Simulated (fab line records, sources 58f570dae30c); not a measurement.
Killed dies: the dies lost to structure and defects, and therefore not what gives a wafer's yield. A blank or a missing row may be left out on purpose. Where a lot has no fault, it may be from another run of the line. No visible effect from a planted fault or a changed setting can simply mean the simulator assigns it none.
What tool caused it? + flow berkeley_cmos170 + 14 lots, 42 wafers sampled, at 4 steps of a route of 331

## WHAT THE GAUGES READ, wafer by wafer
UCB170_SDANNEAL_RS_MEAS_02: uses a four-point probe to measure.
| lot  | measured     | on            | PSD_RS (ohm/sq)   |
|------|--------------|---------------|-------------------|
| L445 | day 7 04:02  | film_metro-03 | 75.47 75.59 75.83 |
| L448 | day 7 11:31  | film_metro-03 | 75.42 75.72 75.63 |
| L447 | day 7 12:13  | film_metro-01 | 75.45 76.19 75.77 |
| L449 | day 8 01:29  | film_metro-03 | 75.23 75.34 75.49 |
| L450 | day 8 01:49  | film_metro-01 | 75.65 75.35 75.36 |
| L452 | day 8 12:27  | film_metro-03 | 75.53 75.46 75.41 |
| L451 | day 8 12:52  | film_metro-01 | 75.42 75.46 75.55 |
| L453 | day 8 17:23  | film_metro-02 | 75.74 75.21 75.45 |
| L454 | day 9 04:41  | film_metro-02 | 75.20 74.95 74.97 |
| L456 | day 9 16:46  | film_metro-02 | 83.24 83.40 83.28 |
| L457 | day 9 16:58  | film_metro-01 | 75.50 75.33 75.57 |
| L458 | day 9 22:49  | film_metro-01 | 83.35 83.27 83.86 |
| L464 | day 11 00:26 | film_metro-03 | 75.73 75.53 75.29 |
| L466 | day 11 10:31 | film_metro-01 | 74.95 75.06 75.17 |

UCB170_SDANNEAL_RS_MEAS_03: uses a four-point probe to measure.
| lot  | measured     | on            | NSD_RS (ohm/sq)   |
|------|--------------|---------------|-------------------|
| L445 | day 7 04:09  | film_metro-03 | 37.32 37.26 37.32 |
| L448 | day 7 11:38  | film_metro-03 | 37.34 37.31 37.32 |
| L447 | day 7 12:20  | film_metro-01 | 37.29 37.22 37.22 |
| L449 | day 8 01:37  | film_metro-03 | 37.40 37.39 37.31 |
| L450 | day 8 01:56  | film_metro-01 | 37.31 37.27 37.22 |
| L452 | day 8 12:34  | film_metro-03 | 37.16 37.19 37.23 |
| L451 | day 8 12:59  | film_metro-01 | 37.25 37.27 37.26 |
| L453 | day 8 17:31  | film_metro-02 | 37.28 37.23 37.21 |
| L454 | day 9 04:48  | film_metro-02 | 37.24 37.22 37.21 |
| L456 | day 9 16:53  | film_metro-02 | 38.37 38.43 38.36 |
| L457 | day 9 17:05  | film_metro-01 | 37.29 37.32 37.33 |
| L458 | day 9 22:56  | film_metro-01 | 38.37 38.45 38.44 |
| L464 | day 11 00:33 | film_metro-03 | 37.41 37.48 37.38 |
| L466 | day 11 10:38 | film_metro-01 | 37.26 37.17 37.27 |

UCB170_SDANNEAL_RS_MEAS_04: uses a four-point probe to measure.
| lot  | measured     | on            | PLDD_RS (ohm/sq) |
|------|--------------|---------------|------------------|
| L445 | day 7 04:16  | film_metro-03 | 1033 1036 1033   |
| L448 | day 7 11:46  | film_metro-03 | 1029 1029 1027   |
| L447 | day 7 12:28  | film_metro-01 | 1035 1038 1039   |
| L449 | day 8 01:44  | film_metro-03 | 1035 1034 1033   |
| L450 | day 8 02:04  | film_metro-01 | 1029 1030 1031   |
| L452 | day 8 12:41  | film_metro-03 | 1036 1036 1034   |
| L451 | day 8 13:06  | film_metro-01 | 1032 1033 1032   |
| L453 | day 8 17:38  | film_metro-02 | 1033 1030 1029   |
| L454 | day 9 04:55  | film_metro-02 | 1027 1031 1028   |
| L456 | day 9 17:00  | film_metro-02 | 1041 1038 1039   |
| L457 | day 9 17:12  | film_metro-01 | 1032 1029 1030   |
| L458 | day 9 23:04  | film_metro-01 | 1039 1045 1039   |
| L464 | day 11 00:40 | film_metro-03 | 1033 1034 1035   |
| L466 | day 11 10:45 | film_metro-01 | 1034 1034 1035   |

## WHAT TOOL EACH LOT RAN ON (gives the tool, then ch and the chambers of the sampled wafers, and finally the start)
| lot  | UCB170_SDANNEAL_RTA_01           |
|------|----------------------------------|
| L445 | rtp_anneal-01 ch 0, day 7 03:58  |
| L448 | rtp_anneal-01 ch 0, day 7 11:28  |
| L447 | rtp_anneal-02 ch 0, day 7 12:09  |
| L449 | rtp_anneal-01 ch 0, day 8 01:25  |
| L450 | rtp_anneal-02 ch 0, day 8 01:45  |
| L452 | rtp_anneal-01 ch 0, day 8 12:22  |
| L451 | rtp_anneal-02 ch 0, day 8 12:48  |
| L453 | rtp_anneal-02 ch 0, day 8 17:20  |
| L454 | rtp_anneal-02 ch 0, day 9 04:36  |
| L456 | rtp_anneal-02 ch 0, day 9 16:42  |
| L457 | rtp_anneal-01 ch 0, day 9 16:53  |
| L458 | rtp_anneal-02 ch 0, day 9 22:46  |
| L464 | rtp_anneal-01 ch 0, day 11 00:22 |
| L466 | rtp_anneal-01 ch 0, day 11 10:27 |
- UCB170_SDANNEAL_RTA_01: time 5 s.

## WHAT THE TOOLS THEMSELVES READ (means of the sampled wafers that have a number; where no wafer has one, the mark that the record gives instead)
UCB170_SDANNEAL_RTA_01.
| lot  | tool          | lamp_power_pct (%) | wafer_temp_C_max |
|------|---------------|--------------------|------------------|
| L445 | rtp_anneal-01 | 41.8               | 1054.3           |
| L448 | rtp_anneal-01 | 41.8               | 1055.4           |
| L447 | rtp_anneal-02 | 40.3               | 1057.1           |
| L449 | rtp_anneal-01 | 41.8               | 1056.0           |
| L450 | rtp_anneal-02 | 40.2               | 1055.8           |
| L452 | rtp_anneal-01 | 41.8               | 1056.2           |
| L451 | rtp_anneal-02 | 40.2               | 1057.3           |
| L453 | rtp_anneal-02 | 40.2               | 1057.5           |
| L454 | rtp_anneal-02 | 40.2               | 1055.7           |
| L456 | rtp_anneal-02 | 40.2               | 1056.8           |
| L457 | rtp_anneal-01 | 41.8               | 1055.3           |
| L458 | rtp_anneal-02 | 40.2               | 1056.2           |
| L464 | rtp_anneal-01 | 41.8               | 1055.3           |
| L466 | rtp_anneal-01 | 41.8               | 1055.5           |

## THE ANSWER, worked out from the rows above alone
Rule: what is usual is taken from the lots themselves. Put in order of their means at a reading, lots are off if they are a third of the lots or fewer, leave a main group of 4 or more, and stand apart from it by a gap of 3 or more times the standard deviation of the main group's means; of several such gaps the widest counts. The tables above print the reading to a certain number of digits; a main group whose means all agree to those digits is not used. Also off: a lot with no number at a reading for which 4 or more lots have one. The other lots that the step has rows for count as sound. Order of review: gauges by route order, followed by the tools' own readings, for which a lot's mean as printed above is used. The first step at which some lot is off is used, and at that step the reading that is off furthest; a lot without a number counts as furthest.
Off: L456, L458, at UCB170_SDANNEAL_RS_MEAS_02 (PSD_RS). The main group: mean 75.44 ohm/sq, standard deviation 0.21.
If a tool, at a process step before that reading, ran all the lots that are off and no sound lot after the first of them, it fits. Gauges at UCB170_SDANNEAL_RS_MEAS_02: tried the same way as those tools. One fits: UCB170_SDANNEAL_RTA_01 on rtp_anneal-02. Its last sound lot is L454 (day 9 04:36), its first lot that is off L456 (day 9 16:42): a fault that began between those two fits.

## WHAT THE SIMULATOR PUT IN
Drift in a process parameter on rtp_anneal-02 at UCB170_SDANNEAL_RTA_01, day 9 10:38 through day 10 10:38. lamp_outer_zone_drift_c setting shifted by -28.
Lots struck among those shown: L456, L458. Same finding as the rule above.
